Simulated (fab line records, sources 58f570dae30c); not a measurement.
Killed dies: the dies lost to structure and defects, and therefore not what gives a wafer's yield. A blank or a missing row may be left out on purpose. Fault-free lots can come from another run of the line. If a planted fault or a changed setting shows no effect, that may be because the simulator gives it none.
Chamber matching    flow berkeley-cmos170    rie-diel-03 running UCB170_ACTIVE_ETCH_15: 4 sister chambers
The step etches Si3N4 in CH3F/Ar/O2, stops on SiO2, target depth 242 nm, time 151 s. 4 wafers are shown with their chamber, then 8 later ones without.

== WAFERS WITH THEIR CHAMBER ==
wafer   chamber  throttle-valve-pct (%)
L091.3  2        7.91
L091.4  0        8.08
L091.6  3        8.35
L092.1  1        8.04

== WAFERS WITHOUT THEIR CHAMBER ==
wafer   throttle-valve-pct (%)
L092.3  8.33
L092.4  7.93
L094.3  8.04
L094.4  8.36
L094.5  8.03
L095.3  8.02
L095.4  8.34
L095.5  7.91

== CHAMBER TAKEN BY EACH ==
wafer   from the rows above  in truth
L092.3  3                    3
L092.4  2                    2
L094.3  1                    1
L094.4  3                    3
L094.5  1                    1
L095.3  1                    1
L095.4  3                    3
L095.5  2                    2
Correctly placed: 8 of 8. Not placeable from these rows: 0. Wrongly placed: 0.
How it was worked out, from the rows above alone: a wafer's distance from a chamber is the root of the sum, over the readings, of the square of ((its reading less the chamber's mean) divided by the reading's scatter). The wafer belongs to the nearest chamber; if the next one is less than 2 further off, it can't be placed. For every chamber, the mean is computed from those of its wafers that are shown. The scatter: root of mean squared gap, hidden wafer to nearest shown wafer, with one shown wafer a chamber.
